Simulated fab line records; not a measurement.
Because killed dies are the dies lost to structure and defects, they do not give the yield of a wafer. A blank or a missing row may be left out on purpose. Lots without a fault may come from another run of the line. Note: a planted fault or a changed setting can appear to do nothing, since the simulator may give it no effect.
Which of the tools did it? :: flow berkeleyCmos170 :: 15 lots, 45 wafers sampled, at 1 step of a route of 331

WHAT THE GAUGES SHOWED, per wafer
Not one reading of a measure or inspect step in the record can be checked against a usual standard deviation.

TOOL THAT RAN EACH LOT (tool first, then ch and the chambers of the sampled wafers, then the start)
lot: L445
UCB170_NVT_EXPOSE_03: krfScanner-02 ch 0, day 6 23:42

lot: L447
UCB170_NVT_EXPOSE_03: krfScanner-01 ch 0, day 7 07:44

lot: L448
UCB170_NVT_EXPOSE_03: krfScanner-01, day 7 07:52

lot: L450
UCB170_NVT_EXPOSE_03: krfScanner-02, day 7 18:05

lot: L449
UCB170_NVT_EXPOSE_03: krfScanner-01, day 7 18:31

lot: L451
UCB170_NVT_EXPOSE_03: krfScanner-01 ch 0, day 7 23:13

lot: L458
UCB170_NVT_EXPOSE_03: krfScanner-01 ch 0, day 9 11:15

lot: L459
UCB170_NVT_EXPOSE_03: krfScanner-02 ch 0, day 9 11:31

lot: L457
UCB170_NVT_EXPOSE_03: krfScanner-02 ch 0, day 9 11:35

lot: L462
UCB170_NVT_EXPOSE_03: krfScanner-01 ch 0, day 9 15:58

lot: L461
UCB170_NVT_EXPOSE_03: krfScanner-01 ch 0, day 9 16:05

lot: L464
UCB170_NVT_EXPOSE_03: krfScanner-01 ch 0, day 10 04:24

lot: L467
UCB170_NVT_EXPOSE_03: krfScanner-01 ch 0, day 10 21:10

lot: L468
UCB170_NVT_EXPOSE_03: krfScanner-01 ch 0, day 10 21:41

lot: L466
UCB170_NVT_EXPOSE_03: krfScanner-01 ch 0, day 10 21:46
- UCB170_NVT_EXPOSE_03: exposes mask PWELL, target cd 3000 nm.

AS READ BY THE TOOLS THEMSELVES (means over the sampled wafers that have a number; for cases with no such wafer, the mark the record gives instead)
UCB170_NVT_EXPOSE_03.
lot: L445
tool: krfScanner-02
exposureDoseMJCm2: 29.998
focusOffsetNm (nm): 0.1

lot: L447
tool: krfScanner-01
exposureDoseMJCm2: 29.995
focusOffsetNm (nm): 0.2

lot: L448
tool: krfScanner-01
exposureDoseMJCm2: -
focusOffsetNm (nm): -

lot: L450
tool: krfScanner-02
exposureDoseMJCm2: -
focusOffsetNm (nm): -

lot: L449
tool: krfScanner-01
exposureDoseMJCm2: -
focusOffsetNm (nm): -

lot: L451
tool: krfScanner-01
exposureDoseMJCm2: 29.982
focusOffsetNm (nm): 0.1

lot: L458
tool: krfScanner-01
exposureDoseMJCm2: 29.982
focusOffsetNm (nm): -0.4

lot: L459
tool: krfScanner-02
exposureDoseMJCm2: 29.969
focusOffsetNm (nm): 0.2

lot: L457
tool: krfScanner-02
exposureDoseMJCm2: 30.001
focusOffsetNm (nm): 0.4

lot: L462
tool: krfScanner-01
exposureDoseMJCm2: 30.026
focusOffsetNm (nm): 0.4

lot: L461
tool: krfScanner-01
exposureDoseMJCm2: 29.996
focusOffsetNm (nm): -0.5

lot: L464
tool: krfScanner-01
exposureDoseMJCm2: 29.979
focusOffsetNm (nm): 0.1

lot: L467
tool: krfScanner-01
exposureDoseMJCm2: 30.000
focusOffsetNm (nm): -0.3

lot: L468
tool: krfScanner-01
exposureDoseMJCm2: 30.004
focusOffsetNm (nm): -0.2

lot: L466
tool: krfScanner-01
exposureDoseMJCm2: 29.977
focusOffsetNm (nm): 0.5

THE ANSWER, worked out from the rows above alone
Rule: the lots themselves supply what counts as usual. Put in order of their means at a reading, lots are off if they are a third of the lots or fewer, leave a main group of 4 or more, and stand apart from it by a gap of 3 or more times the standard deviation of the main group's means; of several such gaps the widest counts. A main group is skipped when, at the precision printed for the reading in the tables above, its means are all equal. Also off: a lot with no number at a reading for which 4 or more lots have one. All remaining lots with rows at the step are treated as sound. After the gauges, taken in route order, come the tools' own readings; for these a lot's mean is taken, as printed above. The first step at which some lot is off is used, and at that step the reading that is off furthest; a lot without a number counts as furthest.
Off, at UCB170_NVT_EXPOSE_03 on exposureDoseMJCm2: L448, L450, L449. Without a number there: L448, L450, L449. The main group has a mean of 29.992 with a standard deviation of 0.015.
If a tool, at that step or one of the process steps before it, ran each lot that is off and ran no sound lot following the first of them, it fits. Not one of the candidates tried fits.

WHAT HAD BEEN PUT IN BY THE SIMULATOR
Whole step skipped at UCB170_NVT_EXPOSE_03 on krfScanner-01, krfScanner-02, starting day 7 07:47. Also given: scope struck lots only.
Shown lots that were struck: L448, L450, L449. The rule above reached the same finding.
